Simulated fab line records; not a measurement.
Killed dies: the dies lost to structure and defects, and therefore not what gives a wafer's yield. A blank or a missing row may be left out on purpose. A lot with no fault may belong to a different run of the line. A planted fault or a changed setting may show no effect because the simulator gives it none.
A struck lot beside a sound one :: flow berkeley-cmos170 :: 25 steps out of a route of 331
Sound: these wafers, L202.1, L202.2, L202.4. Wafers L211.1, L211.3, L211.6 were the ones struck. The cause is given at the end.
Order at every step that has rows: each side's tool, ch and its chambers, its first start. Under that, the readings that differ: sound wafers :: struck wafers :: difference of the means :: sigmas: that difference in standard deviations of wafers without a fault.
alike: a reading whose means differ by less than 2 such deviations, as well as words and numbers matching on both sides. not compared: withheld readings; readings where some wafer has no value; bounds like >300 that might hide an equal value; numbers whose values overlap and for which the record gives no deviation.
Wherever a step has rows on one side only, a row that says differs or no value, or a row with sigmas, the two part there. Numbers that have no deviation but don't overlap get no sigmas and don't part them. A reading missing from all wafers of one side parts the sides only when that side holds two or more wafers.

first, 1 step without rows for these wafers: UCB170_PSD_IMPLANT_08.
UCB170_PSD_STRIP_09: strips in O2.
  sound on plasma-asher-04 ch 0,1, day 9 06:34; struck on plasma-asher-04 ch 0,1, day 11 05:55
reading: strip-time-to-endpoint-s (s)
sound: 29.46 29.48 29.42
struck: 29.17 29.26 29.20
difference: -0.24
sigmas: -3
  alike: drypump-motor-current-A, oes-product-au
  not compared: rf-hours-counter-h
UCB170_PSD_TW_MEAS_10:
  struck on film-metro-04, day 11 06:01; sound on film-metro-03, day 9 06:40
  alike: PSD_TW
then, 7 steps without rows for these wafers: UCB170_PSD_CLEAN_11 (cleans in SPM, time 600 s); UCB170_NSD_HMDS_00 (prime time 60 s); UCB170_NSD_COAT_01 (resist thk 900 nm); UCB170_NSD_SOFTBAKE_02 (time 60 s); UCB170_NSD_EXPOSE_03 (exposes mask NSELECT MOD, target cd 1200 nm); UCB170_NSD_PEB_04; UCB170_NSD_DEVELOP_05 (develop time 45 s).
UCB170_NSD_CD_MEAS_06 targets a cd of 1200 nm.
  struck on cd-sem-01, day 11 08:23; sound on cd-sem-02, day 9 08:02
  alike: cd-nm
UCB170_NSD_OVL_MEAS_07:
  struck on overlay-02, day 11 08:31; sound on overlay-02, day 9 08:10
  alike: NSD_OVL
UCB170_NSD_IMPLANT_08:
  sound on implanter-02 ch 0, day 9 08:12; struck on implanter-02 ch 0, day 11 08:33
reading: beam-energy-keV
sound: 39.989 40.008 39.988
struck: 53.992 53.981 54.006
difference: +13.998
sigmas: +99 or more

reading: model.implant.rp-nm (nm)
sound: 49.2 49.2 49.2
struck: 62.83 62.83 62.83
difference: +13.63
sigmas: 

reading: model.implant.drp-nm (nm)
sound: 21.16 21.16 21.16
struck: 27.24 27.24 27.24
difference: +6.08
sigmas: 
UCB170_NSD_STRIP_09: strips in O2.
  sound on plasma-asher-01 ch 0,1, day 9 08:21; struck on plasma-asher-03 ch 0,1, day 11 08:42
reading: oes-product-au (a.u.)
sound: 0.527 0.528 0.526
struck: 0.488 0.498 0.496
difference: -0.033
sigmas: -7

reading: strip-time-to-endpoint-s (s)
sound: 36.10 36.18 36.08
struck: 41.13 41.06 41.11
difference: +4.98
sigmas: +65
  alike: drypump-motor-current-A
  not compared: rf-hours-counter-h
UCB170_NSD_TW_MEAS_10:
  struck on film-metro-03, day 11 09:06; sound on film-metro-03, day 9 08:27
reading: NSD_TW
sound: 4182 4177 4188
struck: 4518 4495 4514
difference: +327
sigmas: +6
  not compared: hold
then, 3 steps without rows for these wafers: UCB170_BACKSIDE_HMDS_00 (prime time 60 s); UCB170_BACKSIDE_COAT_01 (resist thk 900 nm); UCB170_BACKSIDE_SOFTBAKE_02 (time 60 s).
UCB170_BACKSIDE_STRIP_03: strips in O2.
  sound on plasma-asher-02 ch 0,1, day 9 09:09; struck on plasma-asher-01 ch 0, day 11 17:21
reading: strip-time-to-endpoint-s (s)
sound: 22.11 22.14 22.10
struck: 22.03 22.00 21.99
difference: -0.11
sigmas: -2
  alike: drypump-motor-current-A, oes-product-au
  not compared: rf-hours-counter-h
then, 1 step without rows for these wafers: UCB170_BACKSIDE_CLEAN_04 (cleans in SPM, time 600 s).
UCB170_SDANNEAL_RTA_00: time 10 s.
  sound on rtp-anneal-01 ch 0, day 9 09:25; struck on rtp-anneal-01 ch 0, day 11 17:43
  alike: lamp-power-pct, wafer_temp_C_max
UCB170_SDANNEAL_RTA_01: time 5 s.
  sound on rtp-anneal-01 ch 0, day 9 09:29; struck on rtp-anneal-01 ch 0, day 11 17:46
  alike: lamp-power-pct, wafer_temp_C_max
UCB170_SDANNEAL_RS_MEAS_02: a four-point-probe measurement.
  struck on film-metro-04, day 11 17:50; sound on film-metro-03, day 9 09:33
  alike: PSD_RS
UCB170_SDANNEAL_RS_MEAS_03: a four-point-probe measurement.
  struck on film-metro-04, day 11 18:40; sound on film-metro-03, day 9 09:40
reading: NSD_RS (ohm/sq)
sound: 36.97 37.02 37.02
struck: 33.92 33.89 33.75
difference: -3.15
sigmas: -46
  not compared: hold
UCB170_M3_PROBE_99:
  rows exist in the record for the sound wafers here (prober-01, day 10 12:09), none for the struck ones

WHERE THEY PART
Last at UCB170_M3_PROBE_99 as far as this record goes, first at UCB170_PSD_STRIP_09.

WHY: what the simulator had put in
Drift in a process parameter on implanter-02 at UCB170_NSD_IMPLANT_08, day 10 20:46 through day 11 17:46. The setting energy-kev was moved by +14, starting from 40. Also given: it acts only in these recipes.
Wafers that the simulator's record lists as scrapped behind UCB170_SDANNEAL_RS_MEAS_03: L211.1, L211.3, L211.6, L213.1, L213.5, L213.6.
